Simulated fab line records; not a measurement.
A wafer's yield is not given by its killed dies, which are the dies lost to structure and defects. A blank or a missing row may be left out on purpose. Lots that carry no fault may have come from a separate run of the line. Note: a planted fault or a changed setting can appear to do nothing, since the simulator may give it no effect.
Split-lot trial    flow berkeley cmos170    5 lots, 23 wafers read, on a route of 331 steps

ABOUT THE SPLIT
At UCB170_PWELL_CVD_05 (deposits Si3N4 from SiH2Cl2/NH3, target thk 220 nm, time 3300 s), the setting temp c was moved away from the recipe's 800 C on 15 of the 23 wafers read, by -2.7% to +1.3%. The other wafers ran this setting at the recipe's value.

FROM THE SPLIT TO THE READING: what the file shows between them, 1 step
- UCB170_PWELL_THK_MEAS_06

THE READING
oes product au, in a.u., at UCB170_PWELL_ETCH_14 (etches Si3N4 in CH3F/Ar/O2, stops on SiO2, target depth 242 nm, time 151 s). Typical for fault-free wafers on this fab line: 0.943 a.u., with standard deviation 0.013 a.u.

wafer   tool, chamber at the split  temp c as run, C  against the recipe  oes product au, a.u.  against lot-mates on the recipe
L074.2  -, -                        778.5             -2.7%               0.760                 no lot-mate on the recipe
L074.3  -, -                        778.5             -2.7%               0.756                 no lot-mate on the recipe
L074.4  -, -                        778.5             -2.7%               0.756                 no lot-mate on the recipe
L074.5  -, -                        778.5             -2.7%               0.753                 no lot-mate on the recipe
L074.6  -, -                        778.5             -2.7%               0.755                 no lot-mate on the recipe
L076.1  -, -                        800               recipe              0.942                 -
L076.2  -, -                        800               recipe              0.926                 -
L076.3  -, -                        800               recipe              0.940                 -
L076.4  -, -                        800               recipe              0.937                 -
L076.5  -, -                        800               recipe              0.931                 -
L079.3  lpcvd-02, 1                 800               recipe              0.964                 -
L079.4  lpcvd-02, 1                 800               recipe              0.961                 -
L079.6  lpcvd-02, 1                 800               recipe              0.947                 -
L078.1  -, -                        784.4             -2.0%               0.804                 no lot-mate on the recipe
L078.3  -, -                        784.4             -2.0%               0.805                 no lot-mate on the recipe
L078.4  -, -                        784.4             -2.0%               0.788                 no lot-mate on the recipe
L078.5  -, -                        784.4             -2.0%               0.808                 no lot-mate on the recipe
L078.6  -, -                        784.4             -2.0%               0.796                 no lot-mate on the recipe
L084.2  -, -                        810.2             +1.3%               0.989                 no lot-mate on the recipe
L084.3  -, -                        810.2             +1.3%               1.011                 no lot-mate on the recipe
L084.4  -, -                        810.2             +1.3%               0.973                 no lot-mate on the recipe
L084.5  -, -                        810.2             +1.3%               0.996                 no lot-mate on the recipe
L084.6  -, -                        810.2             +1.3%               1.006                 no lot-mate on the recipe

FIT RESULTS
A straight line over all 23 wafers: oes product au changes by +0.0633 a.u. for each +1% of temp c; r = +0.99; the points scatter about the line by 0.016 a.u.
Too few moved wafers with a lot-mate on the recipe to fit a line net of each lot's own level.

THE WHOLE CHAIN: every reading that the file lists as answering this split, in the file's order
step                      what it does                                                                reading                                                                        change (the file's fit)                   r (the file's)
UCB170_PWELL_CVD_05       deposits Si3N4 from SiH2Cl2/NH3, target thk 220 nm, time 3300 s             Si3N4_of_PWELL_CVD_05.thk nm (the simulator's own value, which no gauge read)  +29.1 nm for each +1% of the setting      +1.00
UCB170_PWELL_THK_MEAS_06                                                                              PWELL_NITRIDE_THK                                                              +29.1 for each +1% of the setting         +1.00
UCB170_PWELL_ETCH_14      etches Si3N4 in CH3F/Ar/O2, stops on SiO2, target depth 242 nm, time 151 s  oes product au                                                                 +0.0632 a.u. for each +1% of the setting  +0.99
UCB170_PWELL_ETCH_14      etches Si3N4 in CH3F/Ar/O2, stops on SiO2, target depth 242 nm, time 151 s  etch.depth nm (the simulator's own value, which no gauge read)                 +26.8 nm for each +1% of the setting      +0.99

FILE'S OWN FIT
oes product au changes by +0.0632 a.u. for each +1% of temp c, r = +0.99.
